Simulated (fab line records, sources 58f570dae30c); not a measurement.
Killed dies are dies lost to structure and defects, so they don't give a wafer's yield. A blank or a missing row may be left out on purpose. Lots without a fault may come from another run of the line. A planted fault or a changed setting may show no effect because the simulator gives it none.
Which tool did it? | flow berkeley_cmos170 | 14 lots, 42 wafers sampled, at 5 steps of a route of 331

WHAT THE GAUGES READ, wafer by wafer
UCB170_NWELL_THK_MEAS_02.
lot  | measured    | on            | NWELL_OXIDE_THK (nm)
L693 | day 2 01:53 | film_metro-02 | 27.4 27.0 27.3
L694 | day 2 11:13 | film_metro-03 | 26.4 26.7 26.3
L696 | day 2 11:13 | film_metro-02 | 26.8 26.8 27.1
L697 | day 3 01:00 | film_metro-02 | 26.9 26.6 26.4
L699 | day 3 10:01 | film_metro-01 | 26.8 27.0 26.8
L701 | day 3 17:47 | film_metro-02 | 26.1 26.5 26.1
L703 | day 4 05:45 | film_metro-02 | 40.1 40.2 39.1
L704 | day 4 13:15 | film_metro-03 | 26.4 26.1 26.0
L707 | day 5 03:04 | film_metro-02 | 39.4 39.2 39.1
L708 | day 5 00:26 | film_metro-01 | 26.2 26.0 26.3
L712 | day 6 00:10 | film_metro-01 | 26.6 26.9 27.1
L713 | day 6 06:52 | film_metro-02 | 26.8 27.0 27.6
L714 | day 6 09:28 | film_metro-03 | 26.2 26.6 26.7
L715 | day 6 09:28 | film_metro-02 | 27.0 26.9 26.8

UCB170_ACTIVE_THK_MEAS_06.
lot  | measured    | on            | ACTIVE_NITRIDE_THK (nm)
L693 | day 4 11:03 | film_metro-02 | 219.1 220.9 220.5
L694 | day 5 00:50 | film_metro-02 | 222.9 221.4 223.3
L696 | day 5 00:53 | film_metro-03 | 217.6 219.5 216.7
L697 | day 5 23:29 | film_metro-04 | 219.2 221.7 219.6
L699 | day 5 23:26 | film_metro-04 | 221.4 223.0 222.8
L701 | day 6 08:10 | film_metro-04 | 219.5 221.6 221.9
L703 | day 6 08:07 | film_metro-02 | 221.3 220.5 219.8
L704 | day 7 03:23 | film_metro-04 | 219.3 219.0 218.9
L707 | day 7 03:26 | film_metro-03 | 219.1 221.3 216.5
L708 | day 7 03:23 | film_metro-03 | 219.8 219.2 220.6
L712 | day 8 03:50 | film_metro-03 | 225.0 225.3 224.2
L713 | day 8 15:48 | film_metro-03 | 220.4 221.1 222.5
L714 | day 8 15:47 | film_metro-04 | 222.1 220.1 221.5
L715 | day 8 15:47 | film_metro-02 | 222.9 222.4 221.8

UCB170_PVT_OVL_MEAS_06.
lot  | measured     | on         | PVT_OVL (nm)
L693 | day 6 05:43  | overlay-01 | 5 -1 1
L694 | day 6 11:42  | overlay-01 | 1 -1 7
L696 | day 6 11:25  | overlay-01 | -2 4 -2
L697 | day 7 10:51  | overlay-02 | 1 -1 1
L699 | day 7 11:52  | overlay-02 | 8 -1 2
L701 | day 7 19:55  | overlay-01 | -1 -4 2
L703 | day 7 20:35  | overlay-02 | 11 6 7
L704 | day 8 20:40  | overlay-02 | 8 4 10
L707 | day 8 20:23  | overlay-02 | 5 2 -1
L708 | day 8 20:25  | overlay-01 | -1 -1 3
L712 | day 9 18:35  | overlay-02 | 5 1 -3
L713 | day 10 06:12 | overlay-01 | -7 -2 -4
L714 | day 10 06:27 | overlay-01 | 4 5 8
L715 | day 10 06:20 | overlay-02 | 0 5 2

UCB170_SILICIDE_THK_MEAS_03: measures by xrf.
lot  | measured     | on            | SILICIDE_TI_THK (nm)
L693 | day 7 09:58  | film_metro-03 | 29.57 29.95 29.52
L694 | day 7 19:59  | film_metro-03 | 30.04 30.11 30.05
L696 | day 7 18:09  | film_metro-01 | 29.74 30.05 29.92
L697 | day 8 15:05  | film_metro-03 | 29.60 29.87 29.47
L699 | day 8 14:44  | film_metro-01 | 29.74 29.92 29.94
L701 | day 9 01:05  | film_metro-01 | 30.13 29.82 30.35
L703 | day 9 00:59  | film_metro-04 | 29.27 29.37 29.61
L704 | day 10 06:14 | film_metro-01 | 29.85 30.15 29.89
L707 | day 10 06:15 | film_metro-04 | 30.05 29.70 29.74
L708 | day 10 05:34 | film_metro-01 | 29.40 29.67 29.48
L712 | day 11 05:04 | film_metro-01 | 30.05 29.68 29.82
L713 | day 11 17:54 | film_metro-01 | 29.51 29.86 29.42
L714 | day 11 18:04 | film_metro-03 | 29.89 29.79 29.83
L715 | day 11 18:20 | film_metro-04 | 29.86 29.83 30.03

WHICH TOOL RAN EACH LOT (tool, then ch and the chambers of the sampled wafers, then the start)
lot  | UCB170_NWELL_OXIDATION_01
L693 | furnace-02 ch 0, day 2 00:32
L694 | furnace-01 ch 0, day 2 09:52
L696 | furnace-01 ch 0, day 2 09:52
L697 | furnace-01 ch 0, day 2 23:39
L699 | furnace-01 ch 0, day 3 08:40
L701 | furnace-02 ch 0, day 3 16:26
L703 | furnace-01 ch 0, day 4 01:42
L704 | furnace-02 ch 0, day 4 11:53
L707 | furnace-02 ch 0, day 4 23:05
L708 | furnace-02 ch 0, day 4 23:05
L712 | furnace-04 ch 0, day 5 22:49
L713 | furnace-04 ch 0, day 6 05:31
L714 | furnace-04 ch 0, day 6 08:07
L715 | furnace-04 ch 0, day 6 08:07
- UCB170_NWELL_OXIDATION_01: target thk 26.4 nm, ox time 1260 s.

WHAT THE TOOLS THEMSELVES READ (means of the sampled wafers that have a number; where no wafer has one, the mark that the record gives instead)
UCB170_NWELL_OXIDATION_01.
lot  | tool       | spike_tc_source_C (C)
L693 | furnace-02 | 1024.2
L694 | furnace-01 | 1023.1
L696 | furnace-01 | 1022.9
L697 | furnace-01 | 1022.6
L699 | furnace-01 | 1024.0
L701 | furnace-02 | 1024.0
L703 | furnace-01 | 1023.3
L704 | furnace-02 | 1023.1
L707 | furnace-02 | 1023.9
L708 | furnace-02 | 1024.0
L712 | furnace-04 | 1025.3
L713 | furnace-04 | 1024.4
L714 | furnace-04 | 1024.1
L715 | furnace-04 | 1023.6

THE ANSWER, worked out from the rows above alone
Rule: what is usual is taken from the lots themselves. Put in order of their means at a reading, lots are off if they are a third of the lots or fewer, leave a main group of 4 or more, and stand apart from it by a gap of 3 or more times the standard deviation of the main group's means; of several such gaps the widest counts. A main group whose means are all the same, to the digits that the tables above print for the reading, isn't used. A lot without any number at a reading at which 4 lots or more have one is off too. The other lots that the step has rows for count as sound. The gauges are gone through in route order, then the tools' own readings, and for those a lot's mean is taken as printed above. The first step at which some lot is off is used, and at that step the reading that is off furthest; a lot without a number counts as furthest.
Off: L703, L707, at UCB170_NWELL_THK_MEAS_02 (NWELL_OXIDE_THK). The main group: mean 26.7 nm, standard deviation 0.35.
A tool fits if, at a process step before that reading, it ran every lot that is off, and no sound lot after the first of them. The gauges at UCB170_NWELL_THK_MEAS_02 are tried like those tools. None of those tried fits.

WHAT THE SIMULATOR HAD PUT IN
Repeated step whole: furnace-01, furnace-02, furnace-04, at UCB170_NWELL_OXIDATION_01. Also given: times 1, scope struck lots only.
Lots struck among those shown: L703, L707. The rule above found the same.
